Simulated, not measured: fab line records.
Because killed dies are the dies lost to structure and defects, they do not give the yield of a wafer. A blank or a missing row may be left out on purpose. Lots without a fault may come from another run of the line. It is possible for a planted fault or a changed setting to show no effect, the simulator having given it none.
Which tool was responsible? -- flow berkeley_cmos170 -- 14 lots (42 wafers sampled), 1 step of a 331-step route

== WHAT EACH GAUGE READ, for each wafer ==
The record lacks any reading of a measuring or inspecting step that a usual standard deviation could be used to judge.

== WHAT TOOL EACH LOT RAN ON (gives the tool, then ch and the chambers of the sampled wafers, and finally the start) ==
lot,UCB170_NWELL_STRIP_15
L737,"plasma_asher-04 ch 0,1, day 2 20:34"
L738,"plasma_asher-02 ch 0, day 2 20:40"
L742,"plasma_asher-04 ch 0,1, day 3 13:18"
L743,"plasma_asher-02 ch 0,1, day 4 01:04"
L744,"plasma_asher-03 ch 0,1, day 4 09:31"
L745,"plasma_asher-02 ch 0,1, day 4 09:36"
L750,"plasma_asher-02 ch 1, day 5 16:40"
L752,"plasma_asher-03 ch 1, day 5 22:55"
L754,"plasma_asher-04 ch 0,1, day 6 04:38"
L753,"plasma_asher-02 ch 0,1, day 6 04:55"
L755,"plasma_asher-04 ch 1, day 6 12:11"
L756,"plasma_asher-03 ch 0,1, day 6 12:26"
L758,"plasma_asher-02 ch 0,1, day 7 01:08"
L759,"plasma_asher-03 ch 0,1, day 7 06:20"
- UCB170_NWELL_STRIP_15: strips in O2.

== WHAT THE TOOLS THEMSELVES READ (means of the sampled wafers that have a number; where no wafer has one, the mark that the record gives instead) ==
UCB170_NWELL_STRIP_15. Usual: chamber_pressure_mTorr 3500 mTorr, standard deviation 3.1; drypump_motor_current_A 5.8 A, standard deviation 0.39; oes_product_au 0.721 a.u., standard deviation 0.0043; strip_time_to_endpoint_s 18.02 s, standard deviation 0.083.
lot,tool,chamber_pressure_mTorr (mTorr),drypump_motor_current_A (A),oes_product_au (a.u.),strip_time_to_endpoint_s (s),flag
L737,plasma_asher-04,3499,6.0,0.725,18.17,
L738,plasma_asher-02,3499,5.5,0.724,17.97,
L742,plasma_asher-04,3502,6.1,0.723,17.99,
L743,plasma_asher-02,3503,5.3,0.719,17.93,
L744,plasma_asher-03,-,-,-,-,OFF
L745,plasma_asher-02,-,-,-,-,OFF
L750,plasma_asher-02,3498,5.2,0.723,18.03,
L752,plasma_asher-03,3500,6.3,0.724,17.98,
L754,plasma_asher-04,3499,6.2,0.724,18.04,
L753,plasma_asher-02,3499,5.3,0.723,18.08,
L755,plasma_asher-04,3498,6.3,0.722,18.00,
L756,plasma_asher-03,3500,6.0,0.720,17.93,
L758,plasma_asher-02,3498,5.4,0.720,18.03,
L759,plasma_asher-03,3499,6.1,0.723,18.08,

== THE ANSWER, worked out from the rows above alone ==
Rule: lot off if the mean of its wafers having a number is beyond 3 standard deviations from the usual mean. A lot without any number at a reading at which 4 lots or more have one is off too. Where the step has rows for the other lots, those lots are counted as sound. Order of review: gauges by route order, followed by the tools' own readings, for which a lot's mean as printed above is used. The first step at which some lot is off is used, and at that step the reading that is off furthest; a lot without a number counts as furthest.
Off, at UCB170_NWELL_STRIP_15 on chamber_pressure_mTorr: L744, L745. Without a number there: L744, L745.
If a tool, at that step or one of the process steps before it, ran each lot that is off and ran no sound lot following the first of them, it fits. Of those tried, none fits.

== WHAT THE SIMULATOR HAD INSERTED ==
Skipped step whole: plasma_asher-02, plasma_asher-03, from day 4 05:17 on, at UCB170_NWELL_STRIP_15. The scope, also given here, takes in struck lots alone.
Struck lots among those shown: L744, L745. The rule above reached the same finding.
